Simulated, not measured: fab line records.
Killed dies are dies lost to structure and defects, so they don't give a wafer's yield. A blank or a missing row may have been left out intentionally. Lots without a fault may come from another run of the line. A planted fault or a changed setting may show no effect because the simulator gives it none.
Split-lot experiment + flow berkeleyCmos170 + on a route of 331 steps: 5 lots, 23 wafers read

== ABOUT THE SPLIT ==
At UCB170_START_OXIDATION_02 (target thk 20 nm, ox time 1800 s), the setting oxTimeS was moved away from the recipe's 1800 s on 10 of the 23 wafers read, by -9.9% to +6.7%. For the rest of the wafers, this setting stayed at what the recipe calls for.

The file shows no step between the split and the reading.

== THE READING ==
START_OXIDE_THK (nm), taken at UCB170_START_THK_MEAS_03. A value of 20.0 nm with a standard deviation of 0.32 nm is what fault-free wafers of this fab line usually give.

| wafer  | tool, chamber at the split | oxTimeS as run, s | against the recipe | START_OXIDE_THK, nm | against lot-mates on the recipe |
|--------|----------------------------|-------------------|--------------------|---------------------|---------------------------------|
| L074.2 | -, -                       | 1920              | +6.7%              | 20.9                | no lot-mate on the recipe       |
| L074.3 | -, -                       | 1920              | +6.7%              | 21.2                | no lot-mate on the recipe       |
| L074.4 | -, -                       | 1920              | +6.7%              | 21.1                | no lot-mate on the recipe       |
| L074.5 | -, -                       | 1920              | +6.7%              | 21.1                | no lot-mate on the recipe       |
| L074.6 | -, -                       | 1920              | +6.7%              | 20.5                | no lot-mate on the recipe       |
| L075.2 | -, -                       | 1622              | -9.9%              | 18.8                | no lot-mate on the recipe       |
| L075.3 | -, -                       | 1622              | -9.9%              | 18.4                | no lot-mate on the recipe       |
| L075.4 | -, -                       | 1622              | -9.9%              | 18.7                | no lot-mate on the recipe       |
| L075.5 | -, -                       | 1622              | -9.9%              | 18.1                | no lot-mate on the recipe       |
| L075.6 | -, -                       | 1622              | -9.9%              | 18.5                | no lot-mate on the recipe       |
| L077.3 | furnace-02, 0              | 1800              | recipe             | 20.1                | -                               |
| L077.4 | furnace-02, 0              | 1800              | recipe             | 20.7                | -                               |
| L077.5 | furnace-02, 0              | 1800              | recipe             | 20.2                | -                               |
| L080.1 | -, -                       | 1800              | recipe             | 20.0                | -                               |
| L080.2 | -, -                       | 1800              | recipe             | 20.2                | -                               |
| L080.3 | -, -                       | 1800              | recipe             | 19.9                | -                               |
| L080.4 | -, -                       | 1800              | recipe             | 19.8                | -                               |
| L080.5 | -, -                       | 1800              | recipe             | 20.2                | -                               |
| L082.1 | -, -                       | 1800              | recipe             | 20.1                | -                               |
| L082.2 | -, -                       | 1800              | recipe             | 19.9                | -                               |
| L082.3 | -, -                       | 1800              | recipe             | 20.1                | -                               |
| L082.5 | -, -                       | 1800              | recipe             | 19.9                | -                               |
| L082.6 | -, -                       | 1800              | recipe             | 20.0                | -                               |

FIT RESULTS
A straight line over all 23 wafers: START_OXIDE_THK changes by +0.15 nm for each +1% of oxTimeS; r = +0.96; the points scatter about the line by 0.25 nm.
Too few moved wafers have a lot-mate on the recipe to fit a line with each lot's own level taken away.

== THE WHOLE CHAIN: every reading that the file lists as answering this split, in the file's order ==
| step                      | what it does                     | reading                                                                           | change (the file's fit)               | r (the file's) |
|---------------------------|----------------------------------|-----------------------------------------------------------------------------------|---------------------------------------|----------------|
| UCB170_START_OXIDATION_02 | target thk 20 nm, ox time 1800 s | SiO2_of_START_OXIDATION_02.thkNm (the simulator's own value, which no gauge read) | +0.152 nm for each +1% of the setting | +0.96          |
| UCB170_START_THK_MEAS_03  |                                  | START_OXIDE_THK                                                                   | +0.151 for each +1% of the setting    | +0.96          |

== THE FILE'S OWN FIT ==
START_OXIDE_THK changes by +0.151 nm for each +1% of oxTimeS, r = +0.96.
